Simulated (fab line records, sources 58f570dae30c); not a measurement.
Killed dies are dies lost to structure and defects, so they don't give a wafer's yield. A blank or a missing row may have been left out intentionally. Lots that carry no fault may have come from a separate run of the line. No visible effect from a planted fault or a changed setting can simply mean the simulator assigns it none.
2 desks looking at one fault :: flow berkeleyCmos170 :: numbers are kept per desk, each desk with only its own; the story behind them comes last

== AT THE METROLOGY DESK ==
Lot by lot, what the gauges showed, no matter which tool ran the lot: averages of those sampled wafers that carry a number. Any lot whose mean is over 4 standard deviations away from the usual mean is out of limits and marked OUT; that distance is given in the brackets.
Columns: A = PWELL_TW at UCB170_PWELL_TW_MEAS_17, usual 378; B = WELLDRIVE_OXIDE_THK at UCB170_WELLDRIVE_THK_MEAS_02, usual 198 nm; C = SCREENOX_OXIDE_THK at UCB170_SCREENOX_THK_MEAS_02, usual 14.2 nm; D = FIELD_OXIDE_LEFT_2_THK at UCB170_FIELD_THK_MEAS_91, usual 349 nm
lot: L183
first seen here: day 3 13:17
A: 382
B: 197
C: 14.6
D: 359

lot: L182
first seen here: day 3 13:34
A: 372
B: 199
C: 14.2
D: 348

lot: L185
first seen here: day 3 23:39
A: 381
B: 202
C: 13.7
D: 344

lot: L187
first seen here: day 4 08:52
A: 372
B: 200
C: 14.5
D: 345

lot: L188
first seen here: day 4 13:33
A: 381
B: 201
C: 14.7
D: 364

lot: L191
first seen here: day 4 23:37
A: 371
B: 196
C: 14.2
D: 359

lot: L190
first seen here: day 4 23:52
A: 382
B: 196
C: 14.7
D: 354

lot: L192
first seen here: day 5 13:05
A: 374
B: 197
C: 13.9
D: 352

lot: L194
first seen here: day 5 16:41
A: 379
B: 196
C: 14.4
D: 345

lot: L195
first seen here: day 6 01:28
A: 383
B: 196
C: 14.0
D: 346

lot: L196
first seen here: day 6 11:41
A: 375
B: 199
C: 14.0
D: 351

lot: L199
first seen here: day 7 00:44
A: 375
B: 222 (+8.0) OUT
C: 14.1
D: 344

lot: L200
first seen here: day 7 00:58
A: 381
B: 228 (+9.9) OUT
C: 13.9
D: 353

lot: L205
first seen here: day 8 08:05
A: 379
B: 193
C: 14.1
D: 337
This desk's finding: out of limits on L199, L200; first on L200, day 7 15:14 (WELLDRIVE_OXIDE_THK at UCB170_WELLDRIVE_THK_MEAS_02). L183, L182, L185, L187, L188, L191, L190, L192, L194, L195, L196, L205: within limits.

== DESK OF THE TOOL OWNER: furnace-02 ==
The tool's own readings at UCB170_WELLDRIVE_OXIDATION_01 (target thk 199 nm, ox time 9000 s): means of the sampled wafers that have a number, for each lot that ran on this tool. Any lot whose mean is over 4 standard deviations away from the usual mean is out of limits and marked OUT; that distance is given in the brackets.
Columns: A = oxTempC at UCB170_WELLDRIVE_OXIDATION_01, usual 1100.0 C; B = oxTempCMax at UCB170_WELLDRIVE_OXIDATION_01, usual 1104.3; C = zonePowerCentrePct at UCB170_WELLDRIVE_OXIDATION_01, usual 54.8 %
lot: L185
first seen here: day 4 08:29
A: 1100.3
B: 1106.3
C: 57.5

lot: L190
first seen here: day 5 11:46
A: 1099.8
B: 1105.2
C: 56.8

lot: L191
first seen here: day 5 11:46
A: 1100.1
B: 1105.0
C: 56.8

lot: L192
first seen here: day 5 22:22
A: 1099.9
B: 1105.4
C: 57.0

lot: L194
first seen here: day 5 22:22
A: 1099.3
B: 1104.7
C: 57.4

lot: L199
first seen here: day 7 11:43
A: 1100.3
B: 1105.9
C: 57.7

lot: L200
first seen here: day 7 11:43
A: 1099.9
B: 1105.0
C: 57.2
This desk's verdict: no lot among the 7 shows anything out of limits.

== BROUGHT TOGETHER ==
Metrology desk: alarm possible at day 7 15:14 on L199, L200.
The desk of the tool owner found nothing out of limits.
The tool owner's desk has L199, L200 on record, within its limits.
Every lot named ran UCB170_WELLDRIVE_OXIDATION_01 on furnace-02.

== WHAT WAS PUT IN BY THE SIMULATOR ==
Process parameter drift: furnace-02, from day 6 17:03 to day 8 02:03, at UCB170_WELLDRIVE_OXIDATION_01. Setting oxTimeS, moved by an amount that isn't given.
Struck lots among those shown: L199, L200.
Per desk, hours elapsed from the start of the fault to the first reading out of limits: for the metrology desk, 22.
